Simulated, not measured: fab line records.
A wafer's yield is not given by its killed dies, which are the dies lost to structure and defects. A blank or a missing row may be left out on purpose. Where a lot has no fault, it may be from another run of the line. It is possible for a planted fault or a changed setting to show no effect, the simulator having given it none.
Which tool did it? | flow rit_cmos | 21 wafers from 7 lots sampled at 3 of the route's 202 steps

== WHAT THE GAUGES READ, wafer by wafer ==
RIT_CONTACT_OVL_MEAS_09.
lot  | measured    | on         | CONTACT_OVL (nm)
L856 | day 3 17:11 | overlay-01 | 0.0 0.1 -0.2
L860 | day 4 12:59 | overlay-02 | -0.8 0.2 0.9
L863 | day 5 05:47 | overlay-01 | -1.2 -0.2 -1.2
L865 | day 5 18:45 | overlay-02 | -2.5 -0.8 -1.2
L872 | day 7 03:02 | overlay-01 | 0.4 0.5 -1.6
L874 | day 7 12:55 | overlay-02 | -5.3 -5.1 -5.7
L876 | day 7 20:38 | overlay-01 | -2.2 -2.4 -0.3

== WHICH TOOL RAN EACH LOT (tool, then ch and the chambers of the sampled wafers, then the start) ==
lot  | RIT_NWELL_STRIP_09                  | RIT_CONTACT_EXPOSE_05
L856 | plasma_asher-04 ch 0,1, day 2 09:33 | iline_stepper-02 ch 0, day 3 16:32
L860 | plasma_asher-01 ch 0,1, day 3 04:19 | iline_stepper-02 ch 0, day 4 12:22
L863 | plasma_asher-04 ch 0,1, day 3 20:32 | iline_stepper-02 ch 0, day 5 05:09
L865 | plasma_asher-04 ch 0,1, day 4 09:12 | iline_stepper-02 ch 0, day 5 18:08
L872 | plasma_asher-02 ch 0,1, day 5 19:17 | iline_stepper-02 ch 0, day 7 02:25
L874 | plasma_asher-04 ch 1, day 6 01:26   | iline_stepper-02 ch 0, day 7 12:17
L876 | plasma_asher-02 ch 0,1, day 6 12:58 | iline_stepper-01 ch 0, day 7 19:59
- RIT_NWELL_STRIP_09: strips in O2, time 180 s.
- RIT_CONTACT_EXPOSE_05: exposes mask M11, target cd 1000 nm.

== THE ANSWER, worked out from the rows above alone ==
Rule: the lots themselves supply what counts as usual. Put in order of their means at a reading, lots are off if they are a third of the lots or fewer, leave a main group of 4 or more, and stand apart from it by a gap of 3 or more times the standard deviation of the main group's means; of several such gaps the widest counts. A main group is skipped when, at the precision printed for the reading in the tables above, its means are all equal. Also off: a lot with no number at a reading for which 4 or more lots have one. All remaining lots with rows at the step are treated as sound.
Off: L874, seen at RIT_CONTACT_OVL_MEAS_09 (CONTACT_OVL). For the main group the mean is -0.7 nm and the standard deviation 0.69.
If a tool, at a process step before that reading, ran all the lots that are off and no sound lot after the first of them, it fits. The gauges at RIT_CONTACT_OVL_MEAS_09 are tried like those tools. Can't be told from this: 3 tools fit, plasma_asher-04 at RIT_NWELL_STRIP_09, iline_stepper-02 at RIT_CONTACT_EXPOSE_05, overlay-02 at RIT_CONTACT_OVL_MEAS_09.

== WHAT WAS PUT IN BY THE SIMULATOR ==
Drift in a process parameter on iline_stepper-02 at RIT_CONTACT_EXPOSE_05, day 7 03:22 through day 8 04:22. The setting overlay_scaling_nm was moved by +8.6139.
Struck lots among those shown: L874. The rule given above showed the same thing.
